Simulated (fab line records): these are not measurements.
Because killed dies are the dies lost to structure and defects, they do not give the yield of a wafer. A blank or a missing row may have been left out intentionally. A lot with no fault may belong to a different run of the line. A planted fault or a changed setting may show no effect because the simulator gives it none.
The tool behind it: which one? + flow rit cmos + Sampling: 14 lots, 42 wafers, 4 of 202 route steps

== WHAT EACH GAUGE READ, for each wafer ==
RIT_PRETRO_TW_MEAS_10. Usual: PRETRO_TW 476.1, standard deviation 2.7.
| lot  | measured    | on            | PRETRO_TW         | flag |
|------|-------------|---------------|-------------------|------|
| L862 | day 2 08:14 | film metro-02 | 477.1 478.7 476.6 |      |
| L863 | day 2 13:18 | film metro-01 | 471.1 472.1 472.2 |      |
| L864 | day 2 18:20 | film metro-02 | 477.9 479.6 476.6 |      |
| L865 | day 2 23:09 | film metro-02 | 475.2 478.8 477.8 |      |
| L872 | day 4 08:52 | film metro-01 | 29.9 30.0 29.9    | OFF  |
| L873 | day 4 14:09 | film metro-01 | 29.8 29.8 29.8    | OFF  |
| L874 | day 4 19:21 | film metro-04 | 475.8 477.3 479.1 |      |
| L875 | day 5 00:10 | film metro-04 | 478.1 476.9 478.7 |      |
| L876 | day 5 05:16 | film metro-04 | 478.1 477.3 480.9 |      |
| L877 | day 5 12:32 | film metro-01 | 475.1 476.6 474.0 |      |
| L879 | day 5 21:00 | film metro-04 | 481.0 479.3 478.1 |      |
| L880 | day 6 01:22 | film metro-01 | 473.6 473.1 473.6 |      |
| L882 | day 6 13:38 | film metro-02 | 475.8 474.7 474.8 |      |
| L883 | day 6 17:27 | film metro-02 | 475.2 476.2 477.1 |      |

RIT_SDANNEAL_RS_MEAS_04: measurement is done with a four-point probe. Usual: PSD_RS 115.89 ohm/sq, standard deviation 0.26.
| lot  | measured    | on            | PSD_RS (ohm/sq)      | flag |
|------|-------------|---------------|----------------------|------|
| L862 | day 3 01:52 | film metro-01 | 115.95 115.59 115.78 |      |
| L863 | day 3 07:11 | film metro-01 | 115.60 115.81 115.77 |      |
| L864 | day 3 11:53 | film metro-01 | 115.89 116.02 116.63 |      |
| L865 | day 3 16:35 | film metro-03 | 115.64 115.87 116.01 |      |
| L874 | day 5 15:31 | film metro-01 | 116.10 115.90 116.19 |      |
| L875 | day 5 22:39 | film metro-03 | 115.61 115.59 115.82 |      |
| L876 | day 6 01:29 | film metro-03 | 116.52 116.36 116.20 |      |
| L877 | day 6 08:37 | film metro-03 | 115.85 116.19 115.89 |      |
| L879 | day 6 14:22 | film metro-03 | 116.34 116.16 115.95 |      |
| L880 | day 6 19:05 | film metro-01 | 116.22 116.16 115.70 |      |
| L882 | day 7 10:01 | film metro-03 | 115.73 115.61 115.94 |      |
| L883 | day 7 15:20 | film metro-01 | 115.72 115.63 115.49 |      |

RIT_CONTACT_CD_MEAS_08 targets a cd of 1000 nm. Usual: 999.3 nm for cd nm, sd 2.3.
| lot  | measured    | on        | cd nm (nm)           | flag |
|------|-------------|-----------|----------------------|------|
| L862 | day 3 03:56 | cd sem-02 | 998.2 1000.2 997.5   |      |
| L863 | day 3 09:16 | cd sem-01 | 998.5 998.9 998.4    |      |
| L864 | day 3 13:58 | cd sem-01 | 1002.6 1000.7 1000.9 |      |
| L865 | day 3 18:43 | cd sem-02 | 996.2 997.2 997.5    |      |
| L874 | day 5 17:43 | cd sem-01 | 995.1 997.1 996.0    |      |
| L875 | day 6 00:46 | cd sem-01 | 998.1 999.5 998.5    |      |
| L876 | day 6 03:34 | cd sem-02 | 999.4 1001.0 999.7   |      |
| L877 | day 6 10:49 | cd sem-01 | 994.5 997.3 996.4    |      |
| L879 | day 6 16:34 | cd sem-02 | 1000.5 1001.2 998.4  |      |
| L880 | day 6 21:09 | cd sem-02 | 1000.5 1000.4 997.6  |      |
| L882 | day 7 12:13 | cd sem-02 | 995.8 996.2 996.8    |      |
| L883 | day 7 17:25 | cd sem-02 | 997.0 996.1 1001.1   |      |

== WHAT TOOL EACH LOT RAN ON (gives the tool, then ch and the chambers of the sampled wafers, and finally the start) ==
| lot  | RIT_NRETRO_STRIP_09                 |
|------|-------------------------------------|
| L862 | plasma asher-03 ch 0,1, day 2 06:22 |
| L863 | plasma asher-04 ch 0,1, day 2 11:31 |
| L864 | plasma asher-01 ch 0,1, day 2 16:28 |
| L865 | plasma asher-03 ch 0,1, day 2 21:20 |
| L872 | plasma asher-01 ch 0,1, day 4 07:08 |
| L873 | plasma asher-04 ch 0,1, day 4 12:18 |
| L874 | plasma asher-01 ch 0,1, day 4 17:37 |
| L875 | plasma asher-04 ch 0,1, day 4 22:21 |
| L876 | plasma asher-01 ch 0,1, day 5 03:22 |
| L877 | plasma asher-01 ch 0,1, day 5 10:49 |
| L879 | plasma asher-04 ch 0,1, day 5 19:15 |
| L880 | plasma asher-04 ch 0,1, day 5 23:32 |
| L882 | plasma asher-03 ch 0,1, day 6 11:56 |
| L883 | plasma asher-01 ch 0,1, day 6 15:34 |
- RIT_NRETRO_STRIP_09: strips in O2, time 180 s.

== WHAT THE TOOLS THEMSELVES READ (means of the sampled wafers that have a number; where no wafer has one, the mark that the record gives instead) ==
RIT_NRETRO_STRIP_09. Usual: chamber pressure mTorr 4000 mTorr, standard deviation 3.6; drypump motor current A 5.8 A, standard deviation 0.6.
| lot  | tool            | chamber pressure mTorr (mTorr) | drypump motor current A (A) | flag |
|------|-----------------|--------------------------------|-----------------------------|------|
| L862 | plasma asher-03 | 3998                           | 5.2                         |      |
| L863 | plasma asher-04 | 4000                           | 6.4                         |      |
| L864 | plasma asher-01 | 3998                           | 5.2                         |      |
| L865 | plasma asher-03 | 4004                           | 5.2                         |      |
| L872 | plasma asher-01 | -                              | -                           | OFF  |
| L873 | plasma asher-04 | -                              | -                           | OFF  |
| L874 | plasma asher-01 | 4001                           | 5.2                         |      |
| L875 | plasma asher-04 | 4001                           | 6.3                         |      |
| L876 | plasma asher-01 | 4000                           | 5.5                         |      |
| L877 | plasma asher-01 | 4001                           | 5.4                         |      |
| L879 | plasma asher-04 | 3999                           | 6.3                         |      |
| L880 | plasma asher-04 | 3998                           | 6.3                         |      |
| L882 | plasma asher-03 | 4001                           | 5.6                         |      |
| L883 | plasma asher-01 | 4004                           | 5.5                         |      |

== THE ANSWER, worked out from the rows above alone ==
Rule: lot off if the mean of its wafers having a number is beyond 3 standard deviations from the usual mean. A lot without any number at a reading at which 4 lots or more have one is off too. The other lots that the step has rows for count as sound. The gauges are gone through in route order, then the tools' own readings, and for those a lot's mean is taken as printed above. At the first step where some lot is off, the reading lying furthest off is the one used; lots without a number count as furthest.
Off: at RIT_PRETRO_TW_MEAS_10 (PRETRO_TW), L872, L873.
If a tool, at a process step before that reading, ran all the lots that are off and no sound lot after the first of them, it fits. The gauges at RIT_PRETRO_TW_MEAS_10 aren't tried: what is off there is off at RIT_NRETRO_STRIP_09 too, on other tools, and a gauge's error can't cause that. No candidate that was tried fits.

== WHAT THE SIMULATOR HAD PUT IN ==
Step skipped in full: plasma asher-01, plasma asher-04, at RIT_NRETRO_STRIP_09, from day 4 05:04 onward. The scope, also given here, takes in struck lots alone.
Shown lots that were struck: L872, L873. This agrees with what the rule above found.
